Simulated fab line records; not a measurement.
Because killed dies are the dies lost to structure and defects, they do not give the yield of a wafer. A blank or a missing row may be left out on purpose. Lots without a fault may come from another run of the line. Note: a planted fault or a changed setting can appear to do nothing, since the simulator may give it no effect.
Comparing a struck lot with a sound one :: flow ritCmos :: 27 out of 202 route steps
Sound: these wafers, L711.1, L711.5, L711.6. Wafers struck: L718.1, L718.2, L718.3. Last of all comes the cause.
Order at every step that has rows: each side's tool, ch and its chambers, its first start. Under that, the readings that differ: sound wafers :: struck wafers :: difference of the means :: sigmas: that difference in standard deviations of wafers without a fault.
alike: readings whose means differ by less than 2 such deviations, and words and numbers that are the same on both sides. not compared: withheld readings, readings that some wafer has no value for, bounds like >300 that may hide the same value, and numbers for which the record gives no deviation and whose values overlap.
A row with sigmas, a row that says differs or no value, or rows on one side alone: a step with any of these is where the two part. Numbers that have no deviation but don't overlap get no sigmas and don't part them. A reading that every wafer of one side lacks parts them only if that side has two wafers or more.

first, 4 steps without rows for these wafers: RIT_CONTACT_SOFTBAKE_04 (time 60 s); RIT_CONTACT_EXPOSE_05 (exposes mask M11, target cd 1000 nm); RIT_CONTACT_PEB_06; RIT_CONTACT_DEVELOP_07 (develop time 120 s).
RIT_CONTACT_CD_MEAS_08 targets a cd of 1000 nm.
  sound on cdSem-01 at day 5 10:34; struck on cdSem-01 at day 6 17:35
  alike: cdNm
RIT_CONTACT_OVL_MEAS_09:
  sound on overlay-02 at day 5 10:41; struck on overlay-02 at day 6 17:42
  alike: CONTACT_OVL
then, 1 step without rows for these wafers: RIT_CONTACT_HARDBAKE_10 (time 60 s).
RIT_CONTACT_ETCH_11: etches SiO2 in CHF3/CF4/Ar, stops on TiSi2, target depth 480 nm, time 320 s.
  sound on rieDiel-04 ch 1,2, day 5 10:52; struck on rieDiel-01 ch 1,2,3, day 6 17:55
  alike: O2_flow_sccm, drypumpMotorCurrentA, oesProductAu, rfFwdPowerW, throttleValvePct
  not compared: rfHoursCounterH
RIT_CONTACT_STRIP_12: strips in O2, time 180 s.
  sound on plasmaAsher-04 ch 0,1, day 5 11:04; struck on plasmaAsher-04 ch 0,1, day 6 18:07
  alike: drypumpMotorCurrentA
  not compared: rfHoursCounterH
RIT_CONTACT_CD_MEAS_90 targets a cd of 1000 nm.
  sound on cdSem-02 at day 5 11:14; struck on cdSem-02 at day 6 18:17
  alike: cdNm
then, 2 steps without rows for these wafers: RIT_CONTACT_CLEAN_13 (cleans in SC1, time 600 s); RIT_CONTACT_CLEAN_14 (cleans in SC2, time 600 s).
RIT_M1_SPUTTER_00: material Al, target thk 400 nm, time 500 s.
  sound on pvdSputter-01 at day 5 11:44; struck on pvdSputter-01 at day 6 18:46
  alike: throttleValvePct
  not compared: model.Al_of_M1_SPUTTER_00.thkNm
RIT_M1_RS_MEAS_01: a four-point-probe measurement.
  sound on filmMetro-03 at day 5 12:02; struck on filmMetro-03 at day 6 19:04
  alike: M1_AL_RS
RIT_M1_THK_MEAS_02: measures by xrf.
  sound on filmMetro-03 at day 5 12:09; struck on filmMetro-03 at day 6 19:11
  alike: M1_AL_THK
then, 6 steps without rows for these wafers: RIT_M1_HMDS_03 (prime time 60 s); RIT_M1_COAT_04 (resist thk 1300 nm); RIT_M1_SOFTBAKE_05 (time 60 s); RIT_M1_EXPOSE_06 (exposes mask M12, target cd 2600 nm); RIT_M1_PEB_07; RIT_M1_DEVELOP_08 (develop time 68 s).
RIT_M1_CD_MEAS_09 targets a cd of 2600 nm.
  sound on cdSem-02 at day 5 13:20; struck on cdSem-02 at day 6 20:14
reading: cdNm (nm)
sound: 2598.5 2597.1 2597.4
struck: 2600.1 2602.3 2603.2
difference: +4.2
sigmas: +2
RIT_M1_OVL_MEAS_10:
  sound on overlay-02 at day 5 13:27; struck on overlay-01 at day 6 20:22
  alike: M1_OVL
then, 1 step without rows for these wafers: RIT_M1_HARDBAKE_11 (time 120 s).
RIT_M1_METAL_ETCH_12: etches Al in Cl2/BCl3, stops on SiO2, time 165 s, target depth 600 nm.
  sound on rieMetal-01 ch 0,1, day 5 13:44; struck on rieMetal-02 ch 0,1, day 6 20:39
  alike: bcl3FlowSccm, drypumpMotorCurrentA, heBacksideLeakSccm, oesProductAu, rfFwdPowerW, throttleValvePct
  not compared: rfHoursCounterH, model.etch.depthNm, model.M1.featureDepthNm
then, 1 step without rows for these wafers: RIT_M1_STRIP_13 (strips in nmp, time 600 s).
RIT_M1_PROBE_99:
  sound on prober-01 at day 5 16:01; struck on prober-01 at day 6 22:54
  alike: defectLimitedYield, killedAtContacts, killedAtFrontEnd, killedDies, killedOnRim, killedOpen, killedShort, sort_bin_3_pad_short, sort_bin_5_function, sort_bin_6_memory, sortNPass, sortYieldPct
  not compared: model.etest.m1.rsOhmSq

WHERE THEY PART
RIT_M1_CD_MEAS_09 only, going by this record. Later steps at which nothing parts them and some readings are alike: RIT_M1_OVL_MEAS_10, RIT_M1_METAL_ETCH_12, RIT_M1_PROBE_99.

WHY: what had been put in by the simulator
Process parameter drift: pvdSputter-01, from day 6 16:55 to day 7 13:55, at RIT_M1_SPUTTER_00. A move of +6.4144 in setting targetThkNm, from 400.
